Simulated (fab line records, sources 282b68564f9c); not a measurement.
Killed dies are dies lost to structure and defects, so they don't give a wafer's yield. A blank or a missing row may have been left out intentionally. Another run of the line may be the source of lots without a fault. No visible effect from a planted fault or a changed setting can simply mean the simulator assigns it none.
Which tool did it? :: flow rit_cmos :: Sampling: 14 lots, 42 wafers, 3 of 202 route steps

== WHAT THE GAUGES READ, wafer by wafer ==
RIT_SILICIDE_RS_MEAS_02: the measuring method here is four-point-probe.
lot: L742
measured: day 3 02:22
on: film_metro-04
SILICIDE_TI_RS (ohm/sq): 48.2 46.8 47.6

lot: L745
measured: day 3 16:52
on: film_metro-02
SILICIDE_TI_RS (ohm/sq): 47.4 47.2 48.8

lot: L746
measured: day 3 22:09
on: film_metro-04
SILICIDE_TI_RS (ohm/sq): 49.3 48.6 49.6

lot: L747
measured: day 4 08:08
on: film_metro-01
SILICIDE_TI_RS (ohm/sq): 47.8 47.3 46.9

lot: L749
measured: day 4 13:27
on: film_metro-04
SILICIDE_TI_RS (ohm/sq): 48.6 49.3 48.7

lot: L750
measured: day 4 20:20
on: film_metro-01
SILICIDE_TI_RS (ohm/sq): 47.8 47.9 47.5

lot: L751
measured: day 4 22:26
on: film_metro-01
SILICIDE_TI_RS (ohm/sq): 47.4 46.7 46.3

lot: L753
measured: day 5 09:40
on: film_metro-02
SILICIDE_TI_RS (ohm/sq): 48.9 48.2 49.0

lot: L755
measured: day 6 00:09
on: film_metro-02
SILICIDE_TI_RS (ohm/sq): 47.4 46.9 47.8

lot: L756
measured: day 6 05:49
on: film_metro-04
SILICIDE_TI_RS (ohm/sq): 48.0 48.3 47.8

lot: L757
measured: day 6 07:04
on: film_metro-02
SILICIDE_TI_RS (ohm/sq): 48.0 47.3 47.0

lot: L761
measured: day 7 03:55
on: film_metro-02
SILICIDE_TI_RS (ohm/sq): 44.9 44.3 44.3

lot: L763
measured: day 7 13:20
on: film_metro-01
SILICIDE_TI_RS (ohm/sq): 45.0 44.9 44.7

lot: L764
measured: day 7 16:32
on: film_metro-04
SILICIDE_TI_RS (ohm/sq): 47.9 48.3 48.4

RIT_SILICIDE_THK_MEAS_03: measures by xrf.
lot: L742
measured: day 3 02:28
on: film_metro-04
SILICIDE_TI_THK (nm): 30.4 31.0 30.5

lot: L745
measured: day 3 16:59
on: film_metro-02
SILICIDE_TI_THK (nm): 30.4 30.5 29.6

lot: L746
measured: day 3 22:16
on: film_metro-04
SILICIDE_TI_THK (nm): 29.7 30.0 29.5

lot: L747
measured: day 4 08:15
on: film_metro-01
SILICIDE_TI_THK (nm): 30.4 30.5 31.0

lot: L749
measured: day 4 13:34
on: film_metro-04
SILICIDE_TI_THK (nm): 30.2 29.9 30.2

lot: L750
measured: day 4 20:28
on: film_metro-01
SILICIDE_TI_THK (nm): 30.4 30.5 30.7

lot: L751
measured: day 4 22:32
on: film_metro-01
SILICIDE_TI_THK (nm): 30.6 31.1 31.2

lot: L753
measured: day 5 09:46
on: film_metro-02
SILICIDE_TI_THK (nm): 29.6 29.8 29.5

lot: L755
measured: day 6 00:16
on: film_metro-02
SILICIDE_TI_THK (nm): 30.5 30.7 30.2

lot: L756
measured: day 6 05:56
on: film_metro-04
SILICIDE_TI_THK (nm): 30.2 30.2 30.3

lot: L757
measured: day 6 07:10
on: film_metro-02
SILICIDE_TI_THK (nm): 30.0 30.3 30.6

lot: L761
measured: day 7 04:02
on: film_metro-02
SILICIDE_TI_THK (nm): 31.8 32.3 32.1

lot: L763
measured: day 7 13:26
on: film_metro-01
SILICIDE_TI_THK (nm): 31.9 31.9 32.1

lot: L764
measured: day 7 16:39
on: film_metro-04
SILICIDE_TI_THK (nm): 30.3 30.0 30.1

== WHICH TOOL RAN EACH LOT (tool, then ch and the chambers of the sampled wafers, then the start) ==
lot: L742
RIT_SILICIDE_SPUTTER_01: pvd_sputter-03, day 3 02:11

lot: L745
RIT_SILICIDE_SPUTTER_01: pvd_sputter-04, day 3 16:43

lot: L746
RIT_SILICIDE_SPUTTER_01: pvd_sputter-03, day 3 22:00

lot: L747
RIT_SILICIDE_SPUTTER_01: pvd_sputter-02, day 4 07:59

lot: L749
RIT_SILICIDE_SPUTTER_01: pvd_sputter-03, day 4 13:18

lot: L750
RIT_SILICIDE_SPUTTER_01: pvd_sputter-02, day 4 20:11

lot: L751
RIT_SILICIDE_SPUTTER_01: pvd_sputter-03, day 4 22:16

lot: L753
RIT_SILICIDE_SPUTTER_01: pvd_sputter-03, day 5 09:29

lot: L755
RIT_SILICIDE_SPUTTER_01: pvd_sputter-03, day 6 00:00

lot: L756
RIT_SILICIDE_SPUTTER_01: pvd_sputter-02, day 6 05:40

lot: L757
RIT_SILICIDE_SPUTTER_01: pvd_sputter-03, day 6 06:53

lot: L761
RIT_SILICIDE_SPUTTER_01: pvd_sputter-03, day 7 03:46

lot: L763
RIT_SILICIDE_SPUTTER_01: pvd_sputter-03, day 7 13:08

lot: L764
RIT_SILICIDE_SPUTTER_01: pvd_sputter-02, day 7 16:23
- RIT_SILICIDE_SPUTTER_01: material Ti, target thk 30 nm, time 240 s.

== WHAT THE TOOLS THEMSELVES READ (means of the sampled wafers that have a number; where no wafer has one, the mark that the record gives instead) ==
RIT_SILICIDE_SPUTTER_01.
lot: L742
tool: pvd_sputter-03
throttle_valve_pct (%): 29.9

lot: L745
tool: pvd_sputter-04
throttle_valve_pct (%): 29.9

lot: L746
tool: pvd_sputter-03
throttle_valve_pct (%): 30.2

lot: L747
tool: pvd_sputter-02
throttle_valve_pct (%): 30.3

lot: L749
tool: pvd_sputter-03
throttle_valve_pct (%): 30.6

lot: L750
tool: pvd_sputter-02
throttle_valve_pct (%): 30.5

lot: L751
tool: pvd_sputter-03
throttle_valve_pct (%): 30.2

lot: L753
tool: pvd_sputter-03
throttle_valve_pct (%): 30.1

lot: L755
tool: pvd_sputter-03
throttle_valve_pct (%): 30.8

lot: L756
tool: pvd_sputter-02
throttle_valve_pct (%): 29.8

lot: L757
tool: pvd_sputter-03
throttle_valve_pct (%): 30.5

lot: L761
tool: pvd_sputter-03
throttle_valve_pct (%): 30.9

lot: L763
tool: pvd_sputter-03
throttle_valve_pct (%): 30.2

lot: L764
tool: pvd_sputter-02
throttle_valve_pct (%): 30.3

== THE ANSWER, worked out from the rows above alone ==
Rule: usual is defined by the lots themselves. Put in order of their means at a reading, lots are off if they are a third of the lots or fewer, leave a main group of 4 or more, and stand apart from it by a gap of 3 or more times the standard deviation of the main group's means; of several such gaps the widest counts. The tables above print the reading to a certain number of digits; a main group whose means all agree to those digits is not used. Also off: a lot with no number at a reading for which 4 or more lots have one. All remaining lots with rows at the step are treated as sound. Order of review: gauges by route order, followed by the tools' own readings, for which a lot's mean as printed above is used. At the first step where some lot is off, the reading lying furthest off is the one used; lots without a number count as furthest.
No lot is off on any of the readings shown, so nothing can be concluded from this.

== WHAT WAS PUT IN BY THE SIMULATOR ==
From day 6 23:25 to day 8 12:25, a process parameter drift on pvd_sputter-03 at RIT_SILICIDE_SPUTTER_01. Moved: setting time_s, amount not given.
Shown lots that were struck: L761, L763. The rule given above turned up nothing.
